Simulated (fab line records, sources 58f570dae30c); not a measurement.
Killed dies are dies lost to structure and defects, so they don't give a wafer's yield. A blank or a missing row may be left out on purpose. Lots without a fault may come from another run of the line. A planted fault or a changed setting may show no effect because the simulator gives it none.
One fault seen from 2 desks | flow berkeley_cmos170 | each desk has only its own numbers; what lay behind them comes last

THE TOOL OWNER'S DESK: rie_diel-04
The tool's own readings at UCB170_V1_ETCH_14 (etches SiO2 in CHF3/CF4/Ar, stops on Al, target depth 1250 nm, time 291 s): means of the sampled wafers that have a number, for each lot that ran on this tool. A lot is out of limits, marked OUT, if its mean lies more than 4 standard deviations from the usual mean; the brackets give that distance.
Columns: A = cf4_flow_sccm at UCB170_V1_ETCH_14, usual 14.99 sccm; B = drypump_motor_current_A at UCB170_V1_ETCH_14, usual 5.5 A; C = oes_product_au at UCB170_V1_ETCH_14, usual 0.870 a.u.; D = throttle_valve_pct at UCB170_V1_ETCH_14, usual 6.97 %
lot  | first seen here | A     | B   | C     | D
L231 | day 8 02:11     | 14.97 | 5.7 | 0.862 | 7.05
L232 | day 8 20:31     | 14.99 | 5.3 | 0.852 | 7.04
L235 | day 9 03:46     | 14.98 | 5.2 | 0.886 | 6.99
L237 | day 9 22:54     | 14.98 | 6.1 | 0.906 | 7.08
L248 | day 12 06:00    | 15.00 | 5.7 | 0.881 | 7.02
This desk's finding: nothing out of limits on any of the 5 lots.

THE METROLOGY DESK
What the gauges read, lot by lot, whatever tool the lot ran on: means of the sampled wafers that have a number. A lot is out of limits, marked OUT, if its mean lies more than 4 standard deviations from the usual mean; the brackets give that distance.
Columns: A = CONTACT_OVL at UCB170_CONTACT_OVL_MEAS_16, usual 1 nm; B = cd_nm at UCB170_CONTACT_CD_MEAS_90, usual 700.2 nm; C = cd_nm at UCB170_V2_CD_MEAS_12, usual 699.9 nm
lot  | first seen here | A  | B     | C
L228 | day 7 10:44     | 0  | 701.5 | 699.8
L231 | day 7 16:08     | -1 | 699.9 | 701.1
L232 | day 8 06:53     | 4  | 700.4 | 700.4
L235 | day 8 17:04     | -2 | 699.2 | 698.8
L234 | day 8 18:41     | 6  | 702.0 | 698.5
L237 | day 9 11:07     | 0  | 699.3 | 698.6
L240 | day 9 22:07     | 6  | 699.7 | 700.3
L244 | day 10 16:02    | -1 | 701.6 | 699.0
L242 | day 10 16:19    | 4  | 699.7 | 698.8
L246 | day 11 06:44    | -7 | 700.2 | 700.8
L247 | day 11 07:01    | 3  | 701.7 | 699.9
L248 | day 11 19:01    | -1 | 700.3 | 699.7
L249 | day 11 19:07    | -3 | 700.2 | 698.6
L251 | day 11 21:25    | -3 | 700.9 | 700.5
This desk's finding: nothing out of limits on any of the 14 lots.

PUT TOGETHER
The tool owner's desk saw nothing out of limits.
The metrology desk saw nothing out of limits.

WHAT THE SIMULATOR HAD PUT IN
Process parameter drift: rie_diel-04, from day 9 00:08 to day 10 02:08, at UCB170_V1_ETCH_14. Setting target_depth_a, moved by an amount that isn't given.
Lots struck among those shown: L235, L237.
